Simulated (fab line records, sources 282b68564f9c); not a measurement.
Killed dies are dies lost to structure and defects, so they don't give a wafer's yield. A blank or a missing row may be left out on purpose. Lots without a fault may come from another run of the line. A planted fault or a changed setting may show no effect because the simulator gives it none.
Which tool did it? | flow rit_cmos | 7 lots, 21 wafers sampled, at 2 steps of a route of 202

WHAT THE GAUGES READ, wafer by wafer
RIT_PLDD_OVL_MEAS_06.
lot  | measured    | on         | PLDD_OVL (nm)
L242 | day 3 00:01 | overlay-01 | 3.2 0.5 0.3
L245 | day 3 16:16 | overlay-02 | 2.3 3.0 2.2
L249 | day 4 11:29 | overlay-01 | 241.5 241.5 241.1
L252 | day 5 01:53 | overlay-01 | 240.6 241.0 240.3
L254 | day 5 11:49 | overlay-01 | -0.4 -0.7 -1.2
L257 | day 6 03:46 | overlay-01 | 2.2 2.5 2.3
L261 | day 6 23:15 | overlay-02 | 2.0 0.4 -2.7

WHICH TOOL RAN EACH LOT (tool, then ch and the chambers of the sampled wafers, then the start)
lot  | RIT_PLDD_EXPOSE_03
L242 | iline_stepper-01 ch 0, day 2 23:39
L245 | iline_stepper-01 ch 0, day 3 15:48
L249 | iline_stepper-02 ch 0, day 4 11:05
L252 | iline_stepper-02 ch 0, day 5 01:31
L254 | iline_stepper-01 ch 0, day 5 11:25
L257 | iline_stepper-01 ch 0, day 6 03:23
L261 | iline_stepper-01 ch 0, day 6 22:52
- RIT_PLDD_EXPOSE_03: exposes mask M8, target cd 40900 nm.

THE ANSWER, worked out from the rows above alone
Rule: what is usual is taken from the lots themselves. Put in order of their means at a reading, lots are off if they are a third of the lots or fewer, leave a main group of 4 or more, and stand apart from it by a gap of 3 or more times the standard deviation of the main group's means; of several such gaps the widest counts. A main group whose means are all the same, to the digits that the tables above print for the reading, isn't used. A lot without any number at a reading at which 4 lots or more have one is off too. The other lots that the step has rows for count as sound.
Off: L249, L252, at RIT_PLDD_OVL_MEAS_06 (PLDD_OVL). The main group: mean 1.1 nm, standard deviation 1.3.
A tool fits if, at a process step before that reading, it ran every lot that is off, and no sound lot after the first of them. The gauges at RIT_PLDD_OVL_MEAS_06 are tried like those tools. One fits: iline_stepper-02 at RIT_PLDD_EXPOSE_03. It ran no sound lot before its first lot that is off in this sample, so the start can't be narrowed down.

WHAT THE SIMULATOR HAD PUT IN
Scanner matching overlay: iline_stepper-02, from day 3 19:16 on, at RIT_PLDD_EXPOSE_03. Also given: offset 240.
Lots struck among those shown: L249, L252. The rule above found the same.
